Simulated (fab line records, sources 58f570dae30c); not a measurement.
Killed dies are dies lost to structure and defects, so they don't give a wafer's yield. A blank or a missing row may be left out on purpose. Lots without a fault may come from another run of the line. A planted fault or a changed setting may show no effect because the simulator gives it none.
Chamber matching | flow berkeley_cmos170 | UCB170_ACTIVE_ETCH_15 on rie_diel-02: 4 sister chambers
The step etches Si3N4 in CH3F/Ar/O2, stops on SiO2, target depth 242 nm, time 151 s. 18 wafers are shown with their chamber, then 9 later ones without.

WAFERS WITH THEIR CHAMBER
wafer  | chamber | drypump_motor_current_A (A) | throttle_valve_pct (%) | oes_product_au (a.u.)
L074.1 | 0       | 5.6                         | 8.14                   | 0.950
L074.2 | 3       | 5.9                         | 7.94                   | 0.940
L074.6 | 2       | 5.4                         | 8.01                   | 0.946
L077.4 | 1       | 5.6                         | 8.09                   | 0.918
L077.5 | 2       | 5.4                         | 8.01                   | 0.938
L077.6 | 1       | 5.6                         | 8.09                   | 0.925
L079.2 | 0       | 5.6                         | 8.14                   | 0.942
L079.5 | 0       | 5.6                         | 8.12                   | 0.950
L079.6 | 1       | 5.6                         | 8.08                   | 0.937
L080.1 | 1       | 5.6                         | 8.08                   | 0.947
L080.5 | 1       | 5.6                         | 8.09                   | 0.943
L080.6 | 0       | 5.6                         | 8.12                   | 0.954
L082.2 | 0       | 5.5                         | 8.13                   | 0.955
L082.3 | 1       | 5.6                         | 8.09                   | 0.943
L082.4 | 2       | 5.4                         | 8.00                   | 0.945
L087.2 | 3       | 5.9                         | 7.92                   | 0.932
L087.3 | 0       | 5.5                         | 8.11                   | 0.957
L087.5 | 1       | 5.6                         | 8.08                   | 0.937

SIGNATURES (means of the wafers above)
reading                 | chamber 0 | chamber 1 | chamber 2 | chamber 3 | scatter within a chamber
drypump_motor_current_A | 5.567     | 5.600     | 5.400     | 5.900     | 0.0309
throttle_valve_pct      | 8.1267    | 8.0857    | 8.0067    | 7.9300    | 0.00915
oes_product_au          | 0.95133   | 0.93571   | 0.94300   | 0.93600   | 0.00792
Rule: a wafer's distance from a chamber is the root of the sum, over the readings, of the square of ((its reading less the chamber's mean) divided by the reading's scatter). The wafer belongs to the nearest chamber; if the next one is less than 2 further off, it can't be placed. The scatter: the root of (the sum of the squares of (reading less its chamber's mean) over the shown wafers, divided by (wafers less chambers)).

WAFERS WITHOUT THEIR CHAMBER
wafer  | drypump_motor_current_A (A) | throttle_valve_pct (%) | oes_product_au (a.u.)
L093.2 | 5.9                         | 7.91                   | 0.929
L093.3 | 5.4                         | 8.00                   | 0.936
L093.4 | 5.6                         | 8.09                   | 0.933
L095.1 | 5.5                         | 8.15                   | 0.941
L095.3 | 5.4                         | 8.02                   | 0.925
L095.4 | 5.6                         | 8.08                   | 0.931
L096.3 | 5.6                         | 8.08                   | 0.919
L096.4 | 5.5                         | 8.14                   | 0.938
L096.5 | 5.9                         | 7.92                   | 0.923

WHICH CHAMBER EACH WENT THROUGH
wafer  | from the rows above | in truth
L093.2 | 3                   | 3
L093.3 | 2                   | 2
L093.4 | 1                   | 1
L095.1 | 0                   | 0
L095.3 | 2                   | 2
L095.4 | 1                   | 1
L096.3 | 1                   | 1
L096.4 | 0                   | 0
L096.5 | 3                   | 3
Placed correctly: 9 of 9. Can't be placed from these rows: 0. Placed wrongly: 0.
